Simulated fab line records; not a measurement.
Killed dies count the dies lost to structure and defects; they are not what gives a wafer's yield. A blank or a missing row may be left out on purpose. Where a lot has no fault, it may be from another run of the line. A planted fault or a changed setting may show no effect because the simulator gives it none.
fab line records	flow berkeleyCmos170	part 1 of 2: steps 1 to 30 of 40
record: lots: 5	wafers: 15	lastDay: 12
route steps=331 shown PWELL@44 WELLDRIVE@55 ACTIVE@60 PFIELD@79
lots untouched by any fault: they come from a run of this same line in which no faults occurred
startH: the number of hours between the record's first day and the start of the first shown wafer of the lot	waitH: hours since the lot's step before	" unchanged from the row above	L1.1+2: one row covering several wafers at once	- either no value or no given start	* or withheld: withheld	< > ~ a bound
route shown NAME@n: NAME is a module with steps in the file, n the number in the route of the first one	usual: mean and standard deviation over wafers with no fault	same: alike in all rows	chamber/n: place in a boat	sites: the reading at each site	_std_site: the values' standard deviation	_edge_site: the outer-site mean with the inner-site mean subtracted	radiusMm: for every site, how far away it sits from the centre of the wafer	mask NAME#n: copy n	behind: tool/chamber where the wafer was last shaped	hold: the reason the lot was held/the length of the hold in hours/how it ended	device: the n, p or np transistor that did not switch	end of line: at the end of the route, the tests of the same wafers	a step with no rows: only its recipe	killed: count of dies lost to structure and defects at first sort (not the wafer's yield)	map: the dies of a wafer, with x for killed, . for not killed, _ for no die there
set.NAME: the setting as run; set.NAME@STEP: as run at that earlier step	model.NAME: the simulator's own value behind a step, which no gauge read
certain route steps with their lots: each step a table, each wafer a row
services: the hour from which a tool's chamber was out of use, counted from the record's first day as startH (under 0 if before that day), plus the number of hours and why
== steps ==
step: UCB170_PWELL_EXPOSE_10
recipe: maskId: PWELL	targetCdNm: 3000	na: 0.5	sigmaOuter: 0.6	sourceShape: conventional	doseMj: 19
usual: focusOffsetNm: 0.1/0.48
lot.wafer	tool	chamber	startH	waitH	mask	focusOffsetNm
L075.1	krfScanner-01	0	68.81	0.4	PWELL#0	-0.5
L075.2	"	0	"	"	PWELL#0	-0.9
L075.5	"	0	"	"	PWELL#0	-0.2
L076.2	krfScanner-01	0	78.02	0.2	PWELL#0	-0.9
L076.3	"	0	"	"	PWELL#0	0.0
L076.5	"	0	"	"	PWELL#0	0.3
L084.1	krfScanner-01	0	104.77	0.4	PWELL#0	-0.5
L084.2	"	0	"	"	PWELL#0	-0.1
L084.4	"	0	"	"	PWELL#0	0.0
L089.3	krfScanner-02	0	118.53	0.1	PWELL#0	0.1
L089.4	"	0	"	"	PWELL#0	0.9
L089.6	"	0	"	"	PWELL#0	0.2
L097.1	krfScanner-01	0	-	-	PWELL#0	-0.5
L097.4	"	0	"	"	PWELL#0	0.3
L097.5	"	0	"	"	PWELL#0	0.6
step: UCB170_PWELL_PEB_11
recipe: pebTempC: 130	pebTimeS: withheld	resist: KrF
usual: heaterPowerTotalW: 56.80/0.047
lot.wafer	tool	chamber	startH	waitH	heaterPowerTotalW
L075.1	lithoTrack-02	0	69.52	0.7	56.77
L075.2	"	0	"	"	56.77
L075.5	"	0	"	"	56.79
L076.2	lithoTrack-03	0	78.62	0.6	56.69
L076.3	"	0	"	"	56.77
L076.5	"	0	"	"	56.81
L084.1	lithoTrack-01	0	105.38	0.6	56.79
L084.2	"	0	"	"	56.85
L084.4	"	0	"	"	56.81
L089.3	lithoTrack-02	0	118.99	0.4	56.74
L089.4	"	0	"	"	56.83
L089.6	"	0	"	"	56.79
L097.1	lithoTrack-02	0	-	-	56.72
L097.4	"	0	"	"	56.81
L097.5	"	0	"	"	56.91
step: UCB170_PWELL_DEVELOP_12
recipe: developer: TMAH	developTimeS: 45	resist: KrF	devTempC: 21
lot.wafer	tool	chamber	startH	waitH
L075.1+2+5	lithoTrack-02	0	-	-
L076.2+3+5	lithoTrack-03	0	-	-
L084.1+2+4	lithoTrack-01	0	-	-
L089.3+4+6	lithoTrack-02	0	-	-
L097.1+4+5	lithoTrack-02	0	-	-
step: UCB170_PWELL_OVL_MEAS_13
usual: PWELL_OVL: 1/6.2
lot.wafer	tool	chamber	startH	waitH	PWELL_OVL[nm]
L075.1	overlay-02	-	69.80	-	-4
L075.2	"	-	"	"	-1
L075.5	"	-	"	"	-3
L076.2	overlay-01	-	78.88	-	4
L076.3	"	-	"	"	2
L076.5	"	-	"	"	4
L084.1	overlay-02	-	105.66	-	4
L084.2	"	-	"	"	2
L084.4	"	-	"	"	4
L089.3	overlay-02	-	119.23	-	-4
L089.4	"	-	"	"	-2
L089.6	"	-	"	"	3
L097.1	overlay-02	-	165.81	-	-6
L097.4	"	-	"	"	-6
L097.5	"	-	"	"	-6
step: UCB170_PWELL_ETCH_14
recipe: chemistry: CH3F/Ar/O2	target: Si3N4	stopOn: SiO2	CH3F_flow_sccm: 20	Ar_flow_sccm: 50	O2_flow_sccm: 7	pressureMtorr: 50	rfW: 450	targetDepthA: 2420	overEtchFrac: 0.1	timeS: 151
usual: drypumpMotorCurrentA: 5.9/0.45	oesProductAu: 0.931/0.014	throttleValvePct: 8.08/0.13
same: timeS: 151
lot.wafer	tool	chamber	startH	waitH	drypumpMotorCurrentA	oesProductAu	rfHoursCounterH	throttleValvePct
L075.1	rieDiel-01	2	69.83	0.0	5.6	0.948	6	7.95
L075.2	"	1	"	"	5.7	0.935	98	7.89
L075.5	"	1	"	"	5.8	0.934	-	7.90
L076.2	rieDiel-01	2	78.91	0.0	5.6	0.954	7	7.96
L076.3	"	1	"	"	5.7	0.933	99	7.88
L076.5	"	1	"	"	5.7	0.936	-	7.89
L084.1	rieDiel-04	2	105.69	0.0	5.3	0.946	3	8.06
L084.2	"	0	"	"	5.6	0.942	146	8.16
L084.4	"	3	"	"	5.9	0.918	13	8.29
L089.3	rieDiel-01	2	119.25	0.0	5.6	0.949	9	7.95
L089.4	"	3	"	"	5.4	0.934	133	7.92
L089.6	"	2	"	"	5.6	0.953	-	7.94
L097.1	rieDiel-04	3	165.84	0.0	5.9	0.907	16	8.28
L097.4	"	0	"	"	5.6	0.935	148	8.17
L097.5	"	1	"	"	6.5	0.921	-	8.29
step: UCB170_PWELL_IMPLANT_15
recipe: species: B	doseCm2: 5e+12	energyKev: 59.38	tiltDeg: 7
lot.wafer	tool	chamber	startH	waitH
L075.1+2+5	implanter-01	0	69.93	0.1
L076.2+3+5	implanter-01	0	79.03	0.1
L084.1+2+4	implanter-02	0	105.79	0.1
L089.3+4+6	implanter-04	0	119.40	0.1
L097.1+4+5	implanter-04	0	165.94	0.1
step: UCB170_PWELL_STRIP_16
recipe: chemistry: O2	powerW: 400	pressureMtorr: 3500	platenTempC: withheld	o2FlowSccm: 400	overashFraction: 0.5
usual: drypumpMotorCurrentA: 6.0/0.34	oesProductAu: 0.720/0.0043	stripTimeToEndpointS: 18.06/0.081
lot.wafer	tool	chamber	startH	waitH	drypumpMotorCurrentA	oesProductAu	rfHoursCounterH	stripTimeToEndpointS
L075.1	plasmaAsher-03	1	70.08	0.1	6.1	0.725	30	18.03
L075.2	"	0	"	"	5.8	0.716	30	18.08
L075.5	"	0	"	"	5.8	0.722	-	18.04
L076.2	plasmaAsher-01	0	79.16	0.1	5.5	0.717	38	18.09
L076.3	"	1	"	"	6.6	0.720	-	18.11
L076.5	"	0	"	"	5.5	0.724	-	18.04
L084.1	plasmaAsher-02	0	105.94	0.1	6.1	0.724	32	17.94
L084.2	"	1	"	"	5.8	0.722	32	17.95
L084.4	"	0	"	"	6.1	0.727	-	17.95
L089.3	plasmaAsher-02	0	119.54	0.1	6.2	0.714	-	17.95
L089.4	"	1	"	"	5.7	0.718	-	17.90
L089.6	"	1	"	"	5.7	0.731	-	17.99
L097.1	plasmaAsher-01	1	166.09	0.1	6.6	0.723	49	18.16
L097.4	"	0	"	"	5.5	0.722	-	18.13
L097.5	"	1	"	"	6.6	0.713	-	18.05
step: UCB170_PWELL_TW_MEAS_17
usual: PWELL_TW: 372/5.9
lot.wafer	tool	chamber	startH	waitH	PWELL_TW
L075.1	filmMetro-04	-	70.18	0.1	378
L075.2	"	-	"	"	379
L075.5	"	-	"	"	381
L076.2	filmMetro-03	-	79.27	0.1	367
L076.3	"	-	"	"	367
L076.5	"	-	"	"	365
L084.1	filmMetro-04	-	106.04	0.1	379
L084.2	"	-	"	"	377
L084.4	"	-	"	"	379
L089.3	filmMetro-03	-	119.62	0.1	364
L089.4	"	-	"	"	363
L089.6	"	-	"	"	367
L097.1	filmMetro-03	-	166.19	0.1	367
L097.4	"	-	"	"	367
L097.5	"	-	"	"	367
step: UCB170_PWELL_CLEAN_18
recipe: chemistry: SPM	tempC: 120	timeS: 600
same: timeS: 600
lot.wafer	tool	chamber	startH	waitH
L075.1+2+5	wetBench-02	1	71.66	1.5
L076.2+3+5	wetBench-02	3	81.69	2.4
L084.1+2+4	wetBench-02	2	106.15	0.1
L089.3+4+6	wetBench-04	3	119.66	0.0
L097.1+4+5	wetBench-03	3	166.74	0.5
step: UCB170_PWELL_WET_ETCH_19
recipe: chemistry: H3PO4	target: Si3N4	tempC: 160	timeS: 14400
same: timeS: 14400
lot.wafer	tool	chamber	startH	waitH
L075.1+2+5	wetBench-02	0	71.90	0.1
L076.2+3+5	wetBench-02	1	81.98	0.1
L084.1+2+4	wetBench-02	1	106.56	0.2
L089.3+4+6	wetBench-04	3	119.84	0.0
L097.1+4+5	wetBench-02	0	167.37	0.3
step: UCB170_PWELL_WET_ETCH_20
recipe: chemistry: BOE	dilution: 5:1	target: SiO2	tempC: 25	timeS: 22
same: timeS: 22
lot.wafer	tool	chamber	startH	waitH
L075.1+2+5	wetBench-03	0	75.90	0.0
L076.2+3+5	wetBench-03	1	85.99	0.0
L084.1+2+4	wetBench-04	1	110.57	0.0
L089.3+4+6	wetBench-03	2	124.88	1.0
L097.1+4+5	wetBench-03	3	172.41	1.0
step: UCB170_WELLDRIVE_CLEAN_00
recipe: chemistry: SPM	tempC: 120	timeS: 600
same: timeS: 600
lot.wafer	tool	chamber	startH	waitH
L075.1+2+5	wetBench-02	2	75.92	0.0
L076.2+3+5	wetBench-03	0	86.01	0.0
L084.1+2+4	wetBench-02	0	110.58	0.0
L089.3+4+6	wetBench-03	3	124.95	0.1
L097.1+4+5	wetBench-03	2	173.34	0.9
step: UCB170_WELLDRIVE_OXIDATION_01
recipe: tempC: 1100	ambient: O2	targetThkA: 1990	oxTimeS: 9000
usual: spikeTcCentreC: 1102.6/1.4
lot.wafer	tool	chamber	startH	waitH	spikeTcCentreC
L075.1	furnace-01	0	81.78	5.7	1102.0
L075.2	"	0	"	"	1103.1
L075.5	"	0	"	"	1099.9
L076.2	furnace-02	0	90.88	4.7	1103.8
L076.3	"	0	"	"	1104.4
L076.5	"	0	"	"	1103.3
L084.1	furnace-02	0	113.08	2.3	1103.3
L084.2	"	0	"	"	1104.2
L084.4	"	0	"	"	1104.1
L089.3	furnace-02	0	125.51	0.4	1104.0
L089.4	"	0	"	"	1102.3
L089.6	"	0	"	"	1104.4
L097.1	furnace-02	0	175.74	2.2	1101.1
L097.4	"	0	"	"	1105.4
L097.5	"	0	"	"	1103.6
step: UCB170_WELLDRIVE_THK_MEAS_02
recipe: reads: SiO2_of_WELLDRIVE_OXIDATION_01
usual: WELLDRIVE_OXIDE_THK: 201/3.7
lot.wafer	tool	chamber	startH	waitH	WELLDRIVE_OXIDE_THK[nm]
L075.1	filmMetro-04	-	85.34	0.1	207
L075.2	"	-	"	"	203
L075.5	"	-	"	"	205
L076.2	filmMetro-04	-	94.44	0.1	200
L076.3	"	-	"	"	201
L076.5	"	-	"	"	200
L084.1	filmMetro-02	-	116.58	0.0	202
L084.2	"	-	"	"	203
L084.4	"	-	"	"	203
L089.3	filmMetro-04	-	129.03	0.0	204
L089.4	"	-	"	"	204
L089.6	"	-	"	"	203
L097.1	filmMetro-03	-	179.24	0.0	202
L097.4	"	-	"	"	206
L097.5	"	-	"	"	202
step: UCB170_WELLDRIVE_ANNEAL_03
recipe: tempC: 1100	timeS: 900	ambient: N2
usual: spikeTcCentreC: 1102.2/1.2
same: timeS: 900
lot.wafer	tool	chamber	startH	waitH	spikeTcCentreC
L075.1	furnace-01	0	90.96	5.6	1102.6
L075.2	"	0	"	"	1103.0
L075.5	"	0	"	"	1100.1
L076.2	furnace-01	0	96.56	2.1	1100.7
L076.3	"	0	"	"	1102.2
L076.5	"	0	"	"	1100.1
L084.1	furnace-01	0	118.99	2.4	1101.7
L084.2	"	0	"	"	1101.3
L084.4	"	0	"	"	1101.8
L089.3	furnace-03	0	129.88	0.8	1101.8
L089.4	"	0	"	"	1100.1
L089.6	"	0	"	"	1103.6
L097.1	furnace-03	0	183.17	3.9	1100.6
L097.4	"	0	"	"	1103.9
L097.5	"	0	"	"	1101.5
step: UCB170_WELLDRIVE_WET_ETCH_04
recipe: chemistry: BOE	dilution: 5:1	target: SiO2	tempC: 25	timeS: 120
same: timeS: 120
lot.wafer	tool	chamber	startH	waitH
L075.1+2+5	wetBench-02	1	92.32	0.1
L076.2+3+5	wetBench-03	0	97.81	0.0
L084.1+2+4	wetBench-03	3	120.59	0.3
L089.3+4+6	wetBench-02	1	131.13	0.0
L097.1+4+5	wetBench-04	2	184.42	0.0
step: UCB170_ACTIVE_CLEAN_00
recipe: chemistry: SPM	tempC: 120	timeS: 600
same: timeS: 600
lot.wafer	tool	chamber	startH	waitH
L075.1+2+5	wetBench-02	2	92.36	0.0
L076.2+3+5	wetBench-03	1	97.85	0.0
L084.1+2+4	wetBench-02	1	122.95	2.3
L089.3+4+6	wetBench-03	3	131.17	0.0
L097.1+4+5	wetBench-02	3	184.46	0.0
step: UCB170_ACTIVE_CLEAN_01
recipe: chemistry: dHF	dilution: 25:1	timeS: 60
same: timeS: 60
lot.wafer	tool	chamber	startH	waitH
L075.1+2+5	wetBench-02	1	92.53	0.0
L076.2+3+5	wetBench-04	1	98.03	0.0
L084.1+2+4	wetBench-02	0	123.66	0.5
L089.3+4+6	wetBench-02	0	131.34	0.0
L097.1+4+5	wetBench-04	3	184.66	0.0
step: UCB170_ACTIVE_OXIDATION_02
recipe: tempC: 1000	ambient: O2	targetThkA: 264	oxTimeS: 1260
usual: spikeTcCentreC: 1002.8/1.4
lot.wafer	tool	chamber	startH	waitH	spikeTcCentreC
L075.1	furnace-02	0	95.63	3.1	1003.7
L075.2	"	0	"	"	1003.4
L075.5	"	0	"	"	1003.6
L076.2	furnace-04	0	100.07	2.0	1000.9
L076.3	"	0	"	"	1002.0
L076.5	"	0	"	"	1001.6
L084.1	furnace-02	0	124.16	0.5	1002.8
L084.2	"	0	"	"	1003.7
L084.4	"	0	"	"	1002.0
L089.3	furnace-02	0	133.36	2.0	1003.5
L089.4	"	0	"	"	1002.9
L089.6	"	0	"	"	1004.2
L097.1	furnace-02	0	188.90	4.2	1003.6
L097.4	"	0	"	"	1003.5
L097.5	"	0	"	"	1004.8
step: UCB170_ACTIVE_THK_MEAS_03
recipe: reads: SiO2_of_ACTIVE_OXIDATION_02
usual: ACTIVE_OXIDE_THK: 26.7/0.51
lot.wafer	tool	chamber	startH	waitH	ACTIVE_OXIDE_THK[nm]
L075.1	filmMetro-02	-	96.98	0.0	26.1
L075.2	"	-	"	"	26.1
L075.5	"	-	"	"	26.4
L076.2	filmMetro-01	-	101.43	0.0	26.7
L076.3	"	-	"	"	26.6
L076.5	"	-	"	"	26.6
L084.1	filmMetro-01	-	125.61	0.1	26.5
L084.2	"	-	"	"	25.9
L084.4	"	-	"	"	26.5
L089.3	filmMetro-04	-	134.79	0.1	27.8
L089.4	"	-	"	"	27.7
L089.6	"	-	"	"	27.6
L097.1	filmMetro-01	-	190.25	0.0	26.4
L097.4	"	-	"	"	26.3
L097.5	"	-	"	"	26.4
step: UCB170_ACTIVE_ANNEAL_04
recipe: tempC: 1000	timeS: 900	ambient: N2
usual: spikeTcCentreC: 1002.5/1.4
same: timeS: 900
lot.wafer	tool	chamber	startH	waitH	spikeTcCentreC
L075.1	furnace-02	0	98.48	1.5	1003.7
L075.2	"	0	"	"	1005.3
L075.5	"	0	"	"	1003.7
L076.2	furnace-02	0	102.48	1.0	1004.2
L076.3	"	0	"	"	1004.4
L076.5	"	0	"	"	1002.8
L084.1	furnace-01	0	126.99	1.4	1001.4
L084.2	"	0	"	"	1002.1
L084.4	"	0	"	"	1002.3
L089.3	furnace-01	0	136.74	1.9	999.6
L089.4	"	0	"	"	1001.5
L089.6	"	0	"	"	1002.5
L097.1	furnace-02	0	194.75	4.5	1003.3
L097.4	"	0	"	"	1003.0
L097.5	"	0	"	"	1004.2
step: UCB170_ACTIVE_CVD_05
recipe: material: Si3N4	targetThkNm: 220	tempC: 800	precursor: SiH2Cl2/NH3	timeS: 3300	pressureMtorr: 200	sih2cl2FlowSccm: 25	nh3FlowSccm: 75
usual: spikeTcCentreC: 801.6/1.1
same: timeS: 3300
lot.wafer	tool	chamber	startH	waitH	spikeTcCentreC
L075.1	lpcvd-01	0	99.73	0.0	800.9
L075.2	"	0	"	"	801.2
L075.5	"	0	"	"	803.1
L076.2	lpcvd-01	0	103.73	0.0	803.0
L076.3	"	0	"	"	800.5
L076.5	"	0	"	"	803.1
L084.1	lpcvd-01	0	128.24	0.0	801.6
L084.2	"	0	"	"	801.8
L084.4	"	0	"	"	799.2
L089.3	lpcvd-02	1	137.99	0.0	801.4
L089.4	"	1	"	"	803.5
L089.6	"	1	"	"	802.7
L097.1	lpcvd-02	0	196.00	0.0	800.6
L097.4	"	0	"	"	801.3
L097.5	"	0	"	"	801.3
step: UCB170_ACTIVE_THK_MEAS_06
recipe: reads: Si3N4_of_ACTIVE_CVD_05
usual: ACTIVE_NITRIDE_THK: 220.9/2.2
lot.wafer	tool	chamber	startH	waitH	ACTIVE_NITRIDE_THK[nm]
L075.1	filmMetro-04	-	101.65	0.0	221.2
L075.2	"	-	"	"	221.0
L075.5	"	-	"	"	218.8
L076.2	filmMetro-02	-	105.69	0.0	220.0
L076.3	"	-	"	"	219.0
L076.5	"	-	"	"	219.3
L084.1	filmMetro-04	-	130.16	0.0	222.4
L084.2	"	-	"	"	221.5
L084.4	"	-	"	"	222.2
L089.3	filmMetro-02	-	139.99	0.1	217.4
L089.4	"	-	"	"	219.4
L089.6	"	-	"	"	219.4
L097.1	filmMetro-02	-	197.91	0.0	214.0
L097.4	"	-	"	"	215.4
L097.5	"	-	"	"	215.0
step: UCB170_ACTIVE_HMDS_07
recipe: primeTimeS: 60	primeTempC: 100
lot.wafer	tool	chamber	startH	waitH
L075.1+2+5	lithoTrack-01	0	101.78	0.1
L076.2+3+5	lithoTrack-02	0	105.93	0.2
L084.1+2+4	lithoTrack-02	0	131.15	1.0
L089.3+4+6	lithoTrack-02	0	140.66	0.7
L097.1+4+5	lithoTrack-04	0	199.19	1.3
step: UCB170_ACTIVE_COAT_08
recipe: resist: KrF	spinRpm: 1500	resistThkNm: 900
lot.wafer	tool	chamber	startH	waitH
L075.1+2+5	lithoTrack-01	0	101.93	0.1
L076.2+3+5	lithoTrack-02	0	106.08	0.1
L084.1+2+4	lithoTrack-02	0	131.30	0.1
L089.3+4+6	lithoTrack-02	0	140.81	0.1
L097.1+4+5	lithoTrack-04	0	199.34	0.1
step: UCB170_ACTIVE_SOFTBAKE_09
recipe: resist: KrF	tempC: 130	timeS: 60
usual: heaterPowerTotalW: 56.81/0.04
same: timeS: 60
lot.wafer	tool	chamber	startH	waitH	heaterPowerTotalW
L075.1	lithoTrack-01	0	102.08	0.1	56.86
L075.2	"	0	"	"	56.86
L075.5	"	0	"	"	56.83
L076.2	lithoTrack-02	0	106.23	0.1	56.78
L076.3	"	0	"	"	56.79
L076.5	"	0	"	"	56.78
L084.1	lithoTrack-02	0	131.45	0.1	56.77
L084.2	"	0	"	"	56.81
L084.4	"	0	"	"	56.90
L089.3	lithoTrack-02	0	140.96	0.1	56.78
L089.4	"	0	"	"	56.79
L089.6	"	0	"	"	56.72
L097.1	lithoTrack-04	0	199.49	0.1	56.77
L097.4	"	0	"	"	56.80
L097.5	"	0	"	"	56.84
step: UCB170_ACTIVE_EXPOSE_10
recipe: maskId: ACTIVE	targetCdNm: 1200	na: 0.5	sigmaOuter: 0.6	sourceShape: conventional	doseMj: 19.6
usual: focusOffsetNm: 0.0/0.53
lot.wafer	tool	chamber	startH	waitH	mask	focusOffsetNm
L075.1	krfScanner-01	0	102.55	0.4	ACTIVE#0	-0.8
L075.2	"	0	"	"	ACTIVE#0	0.1
L075.5	"	0	"	"	ACTIVE#0	-0.5
L076.2	krfScanner-01	0	106.59	0.3	ACTIVE#0	-0.3
L076.3	"	0	"	"	ACTIVE#0	0.0
L076.5	"	0	"	"	ACTIVE#0	0.9
L084.1	krfScanner-02	0	-	-	ACTIVE#0	0.3
L084.2	"	0	"	"	ACTIVE#0	-0.3
L084.4	"	0	"	"	ACTIVE#0	-0.4
L089.3	krfScanner-02	0	141.45	0.5	ACTIVE#0	0.1
L089.4	"	0	"	"	ACTIVE#0	-0.6
L089.6	"	0	"	"	ACTIVE#0	-0.9
L097.1	krfScanner-02	0	199.64	0.1	ACTIVE#0	0.7
L097.4	"	0	"	"	ACTIVE#0	0.4
L097.5	"	0	"	"	ACTIVE#0	0.5
step: UCB170_ACTIVE_PEB_11
recipe: pebTempC: 130	pebTimeS: withheld	resist: KrF
usual: heaterPowerTotalW: 56.80/0.049
lot.wafer	tool	chamber	startH	waitH	heaterPowerTotalW
L075.1	lithoTrack-04	0	102.66	0.1	56.82
L075.2	"	0	"	"	56.77
L075.5	"	0	"	"	56.66
L076.2	lithoTrack-01	0	106.96	0.3	56.80
L076.3	"	0	"	"	56.84
L076.5	"	0	"	"	56.71
L084.1	lithoTrack-02	0	-	-	56.88
L084.2	"	0	"	"	56.84
L084.4	"	0	"	"	56.73
L089.3	lithoTrack-02	0	142.46	1.0	56.74
L089.4	"	0	"	"	56.80
L089.6	"	0	"	"	56.78
L097.1	lithoTrack-02	0	200.22	0.6	56.75
L097.4	"	0	"	"	56.78
L097.5	"	0	"	"	56.84
step: UCB170_ACTIVE_DEVELOP_12
recipe: developer: TMAH	developTimeS: 45	resist: KrF	devTempC: 21
lot.wafer	tool	chamber	startH	waitH
L075.1+2+5	lithoTrack-04	0	-	-
L076.2+3+5	lithoTrack-01	0	-	-
L084.1+2+4	lithoTrack-02	0	-	-
L089.3+4+6	lithoTrack-02	0	-	-
L097.1+4+5	lithoTrack-02	0	-	-
step: UCB170_ACTIVE_CD_MEAS_13
recipe: targetCdNm: 1200
usual: cdNm: 1199.7/1.2
lot.wafer	tool	chamber	startH	waitH	cdNm
L075.1	cdSem-01	-	102.94	-	1199.6
L075.2	"	-	"	"	1199.2
L075.5	"	-	"	"	1199.7
L076.2	cdSem-02	-	107.23	-	1201.2
L076.3	"	-	"	"	1200.3
L076.5	"	-	"	"	1200.9
L084.1	cdSem-01	-	133.32	-	1199.7
L084.2	"	-	"	"	1197.6
L084.4	"	-	"	"	1200.3
L089.3	cdSem-02	-	142.73	-	1200.5
L089.4	"	-	"	"	1200.7
L089.6	"	-	"	"	1201.2
L097.1	cdSem-02	-	200.50	-	1197.0
L097.4	"	-	"	"	1197.4
L097.5	"	-	"	"	1196.8
